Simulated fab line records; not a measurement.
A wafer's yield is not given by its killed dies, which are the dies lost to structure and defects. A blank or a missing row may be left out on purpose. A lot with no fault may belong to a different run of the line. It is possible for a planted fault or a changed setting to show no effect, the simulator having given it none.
One fault through the eyes of 2 desks ; flow berkeley-cmos170 ; each desk has only its own numbers; what lay behind them comes last

== DESK OF THE TOOL OWNER: implanter-04 ==
The tool's own readings at UCB170_NWELL_IMPLANT_14, given as means over the sampled wafers that have a number, one for each lot that went through this tool. If a lot's mean is further than 4 standard deviations from the usual mean, the lot is out of limits and carries the mark OUT (the distance appears in the brackets).
Columns: A = dose-ions-cm2 at UCB170_NWELL_IMPLANT_14, usual 9.999e+12; B = faraday-current-uA at UCB170_NWELL_IMPLANT_14, usual 31.7
lot;first seen here;A;B
L980;day 3 06:37;9.997e+12;30.9
L981;day 3 13:25;1.002e+13;32.1
L985;day 4 07:17;9.988e+12;31.0
L989;day 4 23:49;8.930e+12 (-97) OUT;28.4 (-5.2) OUT
L991;day 5 12:43;8.932e+12 (-97) OUT;28.5 (-5.0) OUT
Finding of this desk: L989, L991 out of limits; the first was L989 at day 4 23:49, on dose-ions-cm2 at UCB170_NWELL_IMPLANT_14. L980, L981, L985 stayed within limits.

== THE METROLOGY DESK ==
Lot by lot, what the gauges showed, no matter which tool ran the lot: averages of those sampled wafers that carry a number. If a lot's mean is further than 4 standard deviations from the usual mean, the lot is out of limits and carries the mark OUT (the distance appears in the brackets).
Columns: A = INCOMING_BOW at UCB170_START_BOW_MEAS_00, usual -1 um; B = M2_OVL at UCB170_M2_OVL_MEAS_16, usual 3 nm; C = cd-nm at UCB170_M3_CD_MEAS_90, usual 701 nm
lot;first seen here;A;B;C
L978;day 1 20:00;-4;-7;701
L979;day 2 01:01;9;3;702
L980;day 2 06:00;-9;-2;699
L981;day 2 11:00;-2;5;699
L982;day 2 16:02;-2;-4;704
L983;day 2 21:01;6;4;699
L984;day 3 02:01;-9;14;700
L985;day 3 07:01;2;-3;700
L989;day 4 03:01;11;6;701
L991;day 4 13:00;0;12;694
L993;day 4 23:01;-1;7;703
L994;day 5 04:01;4;10;696
L995;day 5 09:00;-5;6;705
L996;day 5 14:01;-7;-2;704
This desk found nothing out of limits on any of the 14 lots.

== BROUGHT TOGETHER ==
At day 4 23:49, on L989, L991, the tool owner's desk was in a position to raise an alarm.
At the metrology desk, nothing out of limits was observed.
The metrology desk holds a record of L989, L991, inside its limits.
All the named lots went through UCB170_NWELL_IMPLANT_14 on implanter-04.

== WHAT THE SIMULATOR HAD PUT IN ==
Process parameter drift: implanter-04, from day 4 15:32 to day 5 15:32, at UCB170_NWELL_IMPLANT_14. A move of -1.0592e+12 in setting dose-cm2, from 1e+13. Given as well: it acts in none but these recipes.
Shown lots that were struck: L989, L991.
Time in hours from fault onset to the first out-of-limits reading at each desk: the tool owner's desk, 8.
